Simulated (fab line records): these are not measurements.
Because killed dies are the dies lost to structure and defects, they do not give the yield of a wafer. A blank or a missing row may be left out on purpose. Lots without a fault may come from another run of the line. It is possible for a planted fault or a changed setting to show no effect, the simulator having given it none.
A lot that was struck, set against a sound lot -- flow berkeleyCmos170 -- 14 steps out of a route of 331
Sound: the wafers L774.2, L774.4, L774.6. Wafers struck: L794.2, L794.4, L794.5. Last of all comes the cause.
Order at every step that has rows: each side's tool, ch and its chambers, its first start. Under that, the readings that differ: sound wafers -- struck wafers -- difference of the means -- sigmas: that difference in standard deviations of wafers without a fault.
alike: same words and numbers on both sides, and readings whose means sit less than 2 such deviations apart. not compared: any withheld reading, any reading some wafer has no value for, any bound like >300 that may hide the same value, and any number with overlapping values for which the record gives no deviation.
The two part at a step that has a row with sigmas, a row that says differs or no value, or rows on one side only. When numbers do not overlap yet have no deviation, they are printed without sigmas and do not part them. A reading that every wafer of one side lacks parts them only if that side has two wafers or more.

first, 2 steps without rows for these wafers: UCB170_ACTIVE_PEB_11; UCB170_ACTIVE_DEVELOP_12 (develop time 45 s).
UCB170_ACTIVE_CD_MEAS_13: the cd target is 1200 nm.
  sound on cdSem-01, day 4 21:31; struck on cdSem-01, day 8 11:20
  alike: cdNm
UCB170_ACTIVE_OVL_MEAS_14:
  sound on overlay-01, day 4 21:37; struck on overlay-02, day 8 11:26
reading,sound,struck,difference,sigmas
ACTIVE_OVL (nm),-12 -7 -14,11 4 2,+17,+3
UCB170_ACTIVE_ETCH_15: etches Si3N4 in CH3F/Ar/O2, stops on SiO2, target depth 242 nm, time 151 s.
  sound on rieDiel-01 ch 0,2, day 4 21:39; struck on rieDiel-03 ch 0,2,3, day 8 11:28
  alike: drypumpMotorCurrentA, oesProductAu, throttleValvePct
  not compared: rfHoursCounterH
UCB170_ACTIVE_STRIP_16: strips in O2.
  sound on plasmaAsher-04 ch 0,1, day 4 21:45; struck on plasmaAsher-04 ch 1, day 8 11:34
  alike: drypumpMotorCurrentA, oesProductAu, stripTimeToEndpointS
  not compared: rfHoursCounterH
UCB170_ACTIVE_CD_MEAS_90: the cd target is 1200 nm.
  sound on cdSem-02, day 4 21:52; struck on cdSem-01, day 8 11:41
  alike: cdNm
then, 5 steps without rows for these wafers: UCB170_ACTIVE_CLEAN_17 (cleans in SPM, time 600 s); UCB170_PFIELD_HMDS_00 (prime time 60 s); UCB170_PFIELD_COAT_01 (resist thk 900 nm); UCB170_PFIELD_SOFTBAKE_02 (time 60 s); UCB170_PFIELD_EXPOSE_03 (exposes mask PFIELD, target cd 1500 nm).
UCB170_PFIELD_PEB_04:
  struck on lithoTrack-03, day 8 12:45; sound on lithoTrack-03 ch 0, day 5 00:08
  no value came back on the struck wafers for chillPlateTempC (C), exhaustPa (Pa); on the sound wafers chillPlateTempC (C) reads 23.21 23.08 23.10
then, 1 step without rows for these wafers: UCB170_PFIELD_DEVELOP_05 (develop time 45 s).

## WHERE THEY PART
First at UCB170_ACTIVE_OVL_MEAS_14; last, within this record, at UCB170_PFIELD_PEB_04.

WHY: the cause the simulator had injected
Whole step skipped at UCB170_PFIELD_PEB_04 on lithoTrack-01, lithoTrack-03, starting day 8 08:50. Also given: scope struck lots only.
